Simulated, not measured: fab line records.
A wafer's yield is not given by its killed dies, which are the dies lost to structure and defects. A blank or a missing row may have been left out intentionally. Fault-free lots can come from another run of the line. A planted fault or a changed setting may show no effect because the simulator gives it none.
Split-lot trial	flow berkeley-cmos170	5 lots, 23 wafers read, on a route of 331 steps

== THE SPLIT ITSELF ==
At UCB170_NWELL_COAT_07 (resist thk 900 nm), the setting resist-thk-nm was moved away from the recipe's 900 nm on 8 of the 23 wafers read, by -5.5% to +5.4%. This setting was run at the recipe's value on the other wafers.

== FROM THE SPLIT TO THE READING: what the file shows between them, 3 steps ==
- UCB170_NWELL_SOFTBAKE_08: time 60 s
- UCB170_NWELL_EXPOSE_09: exposes mask NWELL, target cd 3000 nm
- UCB170_NWELL_DEVELOP_11: develop time 45 s

== THE READING ==
KrF_of_NWELL_COAT_07.thk-nm (the simulator's own value, which no gauge read), in nm, at UCB170_NWELL_ETCH_13 (etches Si3N4 in CH3F/Ar/O2, stops on SiO2, target depth 246.4 nm, time 154 s). The file gives no usual value for it. Here, 15 wafers ran the recipe; their average is 722.2 nm with a standard deviation of 2.5 nm.

wafer	tool, chamber at the split	resist-thk-nm as run, nm	against the recipe	KrF_of_NWELL_COAT_07.thk-nm, nm	against lot-mates on the recipe
L074.1	litho-track-04, 0	850.6	-5.5%	672.8	-49.4
L074.2	litho-track-04, 0	850.6	-5.5%	673.7	-48.5
L074.4	litho-track-04, 0	900	recipe	722.3	-
L074.5	litho-track-04, 0	900	recipe	722.1	-
L074.6	litho-track-04, 0	850.6	-5.5%	669.2	-53.0
L075.1	litho-track-04, 0	900	recipe	725.1	-
L075.2	litho-track-04, 0	918.6	+2.1%	739.8	+17.3
L075.3	litho-track-04, 0	918.6	+2.1%	743.1	+20.6
L075.5	litho-track-04, 0	900	recipe	719.9	-
L075.6	litho-track-04, 0	918.6	+2.1%	743.3	+20.8
L076.1	litho-track-01, 0	900	recipe	722.7	-
L076.2	litho-track-01, 0	900	recipe	717.9	-
L076.3	litho-track-01, 0	900	recipe	722.8	-
L076.4	litho-track-01, 0	900	recipe	724.5	-
L076.5	litho-track-01, 0	900	recipe	722.5	-
L078.1	litho-track-01, 0	900	recipe	722.4	-
L078.2	litho-track-01, 0	900	recipe	728.2	-
L078.4	litho-track-01, 0	900	recipe	720.2	-
L078.5	litho-track-01, 0	948.5	+5.4%	772.8	+49.2
L078.6	litho-track-01, 0	948.5	+5.4%	771.4	+47.8
L080.4	litho-track-01, 0	900	recipe	723.7	-
L080.5	litho-track-01, 0	900	recipe	720.3	-
L080.6	litho-track-01, 0	900	recipe	718.8	-

THE FIT
A straight line over all 23 wafers: KrF_of_NWELL_COAT_07.thk-nm changes by +9.23 nm for each +1% of resist-thk-nm; r = +1.00; the points scatter about the line by 2.4 nm.
The same after taking each lot's own level away (the mean of its wafers on the recipe; 23 wafers): +9.13 nm for each +1%; r = +1.00; scatter 2.3 nm.
According to that fit, moving resist-thk-nm by its largest amount changes the reading by 50 nm.
Measured against the standard deviation above, the lots' own levels, which go from 720.93 to 723.60 nm, span 1.1 times it.
Consequently the slope shifts little with the lot-to-lot level, the two slopes agreeing.
Check: with one of the wafers moved furthest among these (-5.5%) left out of the fit, the line predicts -50.3 nm for it against its lot-mates. Against them it came out at -49.4 nm.

== FURTHER SPLITS ON THESE WAFERS ==
Note: prior to the reading, these wafers also went through further splits. Each is held against what the fit with the lots' levels taken away leaves over:
other split on the same wafers	wafers away from the commonest value	r with KrF_of_NWELL_COAT_07.thk-nm (lot level and that fit taken away)
UCB170_START_OXIDATION_02 ox-time-s	18	-0.06
UCB170_ZERO_COAT_01 resist-thk-nm	9	+0.13

== THE WHOLE CHAIN: every reading that the file lists as answering this split, in the file's order ==
step	what it does	reading	change (the file's fit)	r (the file's)
UCB170_NWELL_COAT_07	resist thk 900 nm	KrF_of_NWELL_COAT_07.thk-nm (the simulator's own value, which no gauge read)	+9.02 nm for each +1% of the setting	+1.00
UCB170_NWELL_ETCH_13	etches Si3N4 in CH3F/Ar/O2, stops on SiO2, target depth 246.4 nm, time 154 s	KrF_of_NWELL_COAT_07.thk-nm (the simulator's own value, which no gauge read)	+9.11 nm for each +1% of the setting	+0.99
UCB170_NWELL_STRIP_15	strips in O2	strip-time-to-endpoint-s	withheld for each +1% of the setting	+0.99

== THE FILE'S OWN FIT ==
KrF_of_NWELL_COAT_07.thk-nm changes by +9.11 nm for each +1% of resist-thk-nm, r = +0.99.
